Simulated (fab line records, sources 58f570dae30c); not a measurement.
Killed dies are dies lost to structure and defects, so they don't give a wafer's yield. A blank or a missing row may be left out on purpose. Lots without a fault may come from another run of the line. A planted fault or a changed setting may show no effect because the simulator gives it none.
Split-lot experiment | flow berkeley_cmos170 | 5 lots, 23 wafers read, on a route of 331 steps

THE SPLIT
At UCB170_NSD_IMPLANT_08, the setting dose_cm2 was moved away from the recipe's 3e+15 on 7 of the 23 wafers read, by -4.3% to +6.5%. The other wafers ran this setting at the recipe's value.

FROM THE SPLIT TO THE READING: what the file shows between them, 5 steps
- UCB170_NSD_STRIP_09: strips in O2 (also split here: power_w)
- UCB170_NSD_CLEAN_11: cleans in SPM, time 600 s
- UCB170_SDANNEAL_RTA_00: time 10 s
- UCB170_SDANNEAL_RTA_01: time 5 s
- UCB170_SDANNEAL_RS_MEAS_02: measures by four-point-probe

THE READING
NSD_RS, in ohm/sq, at UCB170_SDANNEAL_RS_MEAS_03 (measures by four-point-probe). Fault-free wafers of this fab line usually give 37.28 ohm/sq, standard deviation 0.071 ohm/sq.

wafer  | tool, chamber at the split | dose_cm2 as run | against the recipe | NSD_RS, ohm/sq | against lot-mates on the recipe
L074.1 | implanter-02, 0            | 3e+15           | recipe             | 37.18          | -
L074.2 | implanter-02, 0            | 2.872e+15       | -4.3%              | 38.04          | +0.80
L074.3 | implanter-02, 0            | 3e+15           | recipe             | 37.27          | -
L074.5 | implanter-02, 0            | 3e+15           | recipe             | 37.26          | -
L074.6 | implanter-02, 0            | 2.872e+15       | -4.3%              | 38.05          | +0.81
L077.1 | implanter-02, 0            | 3e+15           | recipe             | 37.17          | -
L077.2 | implanter-02, 0            | 3.194e+15       | +6.5%              | 36.21          | -0.99
L077.3 | implanter-02, 0            | 3.194e+15       | +6.5%              | 36.23          | -0.97
L077.4 | implanter-02, 0            | 3e+15           | recipe             | 37.24          | -
L077.5 | implanter-02, 0            | 3e+15           | recipe             | 37.20          | -
L079.3 | implanter-03, 0            | 3e+15           | recipe             | 37.18          | -
L079.4 | implanter-03, 0            | 3e+15           | recipe             | 37.30          | -
L079.5 | implanter-03, 0            | 3e+15           | recipe             | 37.24          | -
L081.1 | implanter-02, 0            | 3e+15           | recipe             | 37.40          | -
L081.2 | implanter-02, 0            | 3e+15           | recipe             | 37.29          | -
L081.3 | implanter-02, 0            | 3e+15           | recipe             | 37.35          | -
L081.4 | implanter-02, 0            | 3e+15           | recipe             | 37.32          | -
L081.5 | implanter-02, 0            | 3e+15           | recipe             | 37.34          | -
L084.1 | implanter-02, 0            | 3e+15           | recipe             | 37.30          | -
L084.3 | implanter-02, 0            | 3.066e+15       | +2.2%              | 36.85          | -0.42
L084.4 | implanter-02, 0            | 3.066e+15       | +2.2%              | 36.90          | -0.38
L084.5 | implanter-02, 0            | 3e+15           | recipe             | 37.25          | -
L084.6 | implanter-02, 0            | 3.066e+15       | +2.2%              | 36.90          | -0.38

THE FIT
A straight line over all 23 wafers: NSD_RS changes by -0.169 ohm/sq for each +1% of dose_cm2; r = -0.99; the points scatter about the line by 0.061 ohm/sq.
The same after taking each lot's own level away (the mean of its wafers on the recipe; 23 wafers): -0.166 ohm/sq for each +1%; r = -0.99; scatter 0.053 ohm/sq.
On that fit, the largest move of dose_cm2 shifts the reading by 1.1 ohm/sq.
The lots' own levels span 37.203 to 37.340 ohm/sq, that is 1.9 times the standard deviation above.
So the lot-to-lot level changes the slope little: the two slopes agree.
Check: with one of the wafers moved furthest among these (+6.5%) left out of the fit, the line predicts -1.09 ohm/sq for it against its lot-mates. It came out at -0.993 ohm/sq against them.

OTHER SPLITS ON THESE WAFERS
These wafers also went through other splits before the reading. Each is held against what the fit with the lots' levels taken away leaves over:
other split on the same wafers | wafers away from the commonest value | r with NSD_RS (lot level and that fit taken away)
UCB170_PSD_IMPLANT_08 dose_cm2 | 11                                   | +0.26
UCB170_NSD_STRIP_09 power_w    | 10                                   | -0.04

THE FILE'S OWN FIT
NSD_RS changes by -0.165 ohm/sq for each +1% of dose_cm2, r = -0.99.
